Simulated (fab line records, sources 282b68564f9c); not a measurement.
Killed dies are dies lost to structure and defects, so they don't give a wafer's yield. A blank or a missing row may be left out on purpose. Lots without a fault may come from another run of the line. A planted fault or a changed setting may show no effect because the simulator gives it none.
A struck lot beside a sound one | flow rit_cmos | 18 steps out of a route of 202
Sound: wafers L632.1, L632.2, L632.6. Struck: wafers L644.2, L644.4, L644.5. The cause comes at the end.
At each step with rows: each side's tool, then ch and its chambers, then its first start. Under that, the readings that differ: sound wafers | struck wafers | difference of the means | sigmas: that difference in standard deviations of wafers without a fault.
alike: readings whose means differ by less than 2 such deviations, and words and numbers that are the same on both sides. not compared: withheld readings, readings that some wafer has no value for, bounds like >300 that may hide the same value, and numbers for which the record gives no deviation and whose values overlap.
The two part at a step that has a row with sigmas, a row that says differs or no value, or rows on one side only. Numbers that don't overlap but have no deviation are shown without sigmas and don't part them. A reading that every wafer of one side lacks parts them only if that side has two wafers or more.

first, 1 step without rows for these wafers: RIT_CONTACT_HARDBAKE_10 (time 60 s).
RIT_CONTACT_ETCH_11: etches SiO2 in CHF3/CF4/Ar, stops on TiSi2, target depth 480 nm, time 320 s.
  sound on rie_diel-02 ch 0,1,3, day 5 00:32; struck on rie_diel-03 ch 0,3, day 7 13:17
  alike: drypump_motor_current_A, oes_product_au, throttle_valve_pct
  not compared: rf_hours_counter_h
RIT_CONTACT_STRIP_12: strips in O2, time 180 s.
  sound on plasma_asher-04 ch 0,1, day 5 00:43; struck on plasma_asher-04 ch 0, day 7 13:29
  alike: drypump_motor_current_A
  not compared: rf_hours_counter_h
RIT_CONTACT_CD_MEAS_90: target cd 1000 nm.
  sound on cd_sem-01, day 5 00:54; struck on cd_sem-01, day 7 13:41
  alike: cd_nm
then, 2 steps without rows for these wafers: RIT_CONTACT_CLEAN_13 (cleans in SC1, time 600 s); RIT_CONTACT_CLEAN_14 (cleans in SC2, time 600 s).
RIT_M1_SPUTTER_00: material Al, target thk 400 nm, time 500 s.
  sound on pvd_sputter-01, day 5 01:34; struck on pvd_sputter-01, day 7 14:08
  alike: chamber_pressure_pa, throttle_valve_pct
RIT_M1_RS_MEAS_01: measures by four-point-probe.
  sound on film_metro-04, day 5 01:51; struck on film_metro-01, day 7 14:26
  alike: M1_AL_RS
RIT_M1_THK_MEAS_02: measures by xrf.
  sound on film_metro-04, day 5 01:58; struck on film_metro-01, day 7 14:33
  alike: M1_AL_THK
then, 3 steps without rows for these wafers: RIT_M1_HMDS_03 (prime time 60 s); RIT_M1_COAT_04 (resist thk 1300 nm); RIT_M1_SOFTBAKE_05 (time 60 s).
RIT_M1_EXPOSE_06: exposes mask M12, target cd 2600 nm.
  sound on iline_stepper-01 ch 0, day 5 02:37; struck on iline_stepper-02 ch 0, day 7 15:11
  reading                    | sound             | struck            | difference | sigmas
  model.M1.overlay_x_nm (nm) | 1.011 1.011 1.011 | 240.6 240.6 240.6 | +239.6     |
  alike: mask
then, 2 steps without rows for these wafers: RIT_M1_PEB_07; RIT_M1_DEVELOP_08 (develop time 68 s).
RIT_M1_CD_MEAS_09: target cd 2600 nm.
  sound on cd_sem-02, day 5 03:02; struck on cd_sem-02, day 7 15:38
  alike: cd_nm
RIT_M1_OVL_MEAS_10:
  sound on overlay-02, day 5 03:10; struck on overlay-01, day 7 15:56
  reading     | sound       | struck            | difference | sigmas
  M1_OVL (nm) | 2.3 0.7 0.1 | 237.8 239.9 240.6 | +238.4     | +99 or more
  not compared: hold
RIT_M1_PROBE_99:
  the record has rows for the sound wafers here (prober-02, day 5 05:43) and none for the struck ones

WHERE THEY PART
First at RIT_M1_OVL_MEAS_10; last, within this record, at RIT_M1_PROBE_99.

WHY: what the simulator had put in
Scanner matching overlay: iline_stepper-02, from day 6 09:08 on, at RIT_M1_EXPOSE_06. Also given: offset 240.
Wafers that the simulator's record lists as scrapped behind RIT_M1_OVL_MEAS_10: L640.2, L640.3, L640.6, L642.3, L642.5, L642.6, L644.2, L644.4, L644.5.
